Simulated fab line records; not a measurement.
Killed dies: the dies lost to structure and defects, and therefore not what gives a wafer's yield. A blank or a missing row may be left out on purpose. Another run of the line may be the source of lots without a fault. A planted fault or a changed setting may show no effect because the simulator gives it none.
Problem report, 8D (eight disciplines) form, completed by code    flow berkeleyCmos170    the parts of the form that need people (team, actions taken, sign-off) are left out

== 1. WHAT IS WRONG ==
runLengthS at UCB170_CONTACT_ETCH_18 reads a mean of 276.1 s on 2 wafers of 2 lots; wafers without a fault read 223.2 s with a standard deviation of 0.52. So: +99 or more standard deviations from the usual mean.
The step: etches PSG in CHF3/CF4/Ar, stops on TiSi2, target depth 840 nm, time 195 s.
Seen first at day 10 00:00 on rieDiel-01, wafer L380.2. The record holds 18 wafers of 6 lots with a number at this step. The rule behind "out" and "out of limits": a value lying over 4 standard deviations away from the usual mean. All remaining wafers that have a number are taken as sound.

== 2. WHAT IT IS AND WHAT IT IS NOT ==
question                     is                        is not
which readings at this step  runLengthS, oesProductAu  drypumpMotorCurrentA, throttleValvePct
which lots                   L380, L383                L374, L377, L379, L384
which wafers of those lots   L380.2, L383.3            L380.1, L380.3, L383.1, L383.5
read on which tools          rieDiel-01                rieDiel-03, rieDiel-04
when                         from day 10 00:00         up to then (8 sound wafers); but 8 sound wafers of L379, L383, L384 came after

== 3. SUSPECTS, AND WHAT RULES EACH OUT ==
Counting: a tool at a process step up to the reading stays a suspect if it ran every lot that is out. Sound lots after the first of them don't rule it out here, since some wafers of a struck lot are sound.
- rieDiel-01 at UCB170_CONTACT_ETCH_17 (etches BARC in N2/H2): kept. It processed each lot that is out (first: L380, day 9 23:59); up to then, its last sound lot is L377 (day 9 09:45).
- rieDiel-01 at UCB170_CONTACT_ETCH_18 (etches PSG in CHF3/CF4/Ar, stops on TiSi2, target depth 840 nm, time 195 s): kept. It processed each lot that is out (first: L380, day 10 00:00); up to then, its last sound lot is L377 (day 9 09:00). Its own readings are out on those wafers: oesProductAu, runLengthS.
- At UCB170_CONTACT_ETCH_17, inside rieDiel-01: chamber 0 took the wafers that are out, while their sound lot-mates went through chambers 1, 2, 3.
- At UCB170_CONTACT_ETCH_18, inside rieDiel-01: chamber 0 took the wafers that are out, while their sound lot-mates went through chambers 1, 2, 3.
Remaining after the count are rieDiel-01 at UCB170_CONTACT_ETCH_17 and rieDiel-01 at UCB170_CONTACT_ETCH_18.

== 4. THE CAUSE (what the simulator had put in) ==
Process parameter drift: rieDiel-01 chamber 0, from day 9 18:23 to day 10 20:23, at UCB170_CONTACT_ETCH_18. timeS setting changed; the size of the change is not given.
This tool is one of the 2 suspects left after counting.

== 5. THE CHAIN OF EFFECTS, in route order ==
One row per reading whose mean, taken over the struck wafers that have a number, lies over 3 standard deviations from the usual. Readings are gone through only where the record gives a usual standard deviation; hours: the median, over the lots, of the time from a lot's start at the first step in this table giving one to that lot's start at this step; sigmas: the change measured in usual standard deviations.
hours  step                    reading       usual       on struck wafers  change  sigmas
0      UCB170_CONTACT_ETCH_18  oesProductAu  0.897 a.u.  0.787             -0.110  -7.9
0      UCB170_CONTACT_ETCH_18  runLengthS    223.2 s     276.1             +52.9   +99 or more
The process steps in it:
- UCB170_CONTACT_ETCH_18: etches PSG in CHF3/CF4/Ar, stops on TiSi2, target depth 840 nm, time 195 s.

== 6. HOW IT WOULD HAVE BEEN CAUGHT EARLIER ==
In this record the first reading out of limits was taken at day 10 00:00, 6 hours after the fault began at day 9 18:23.
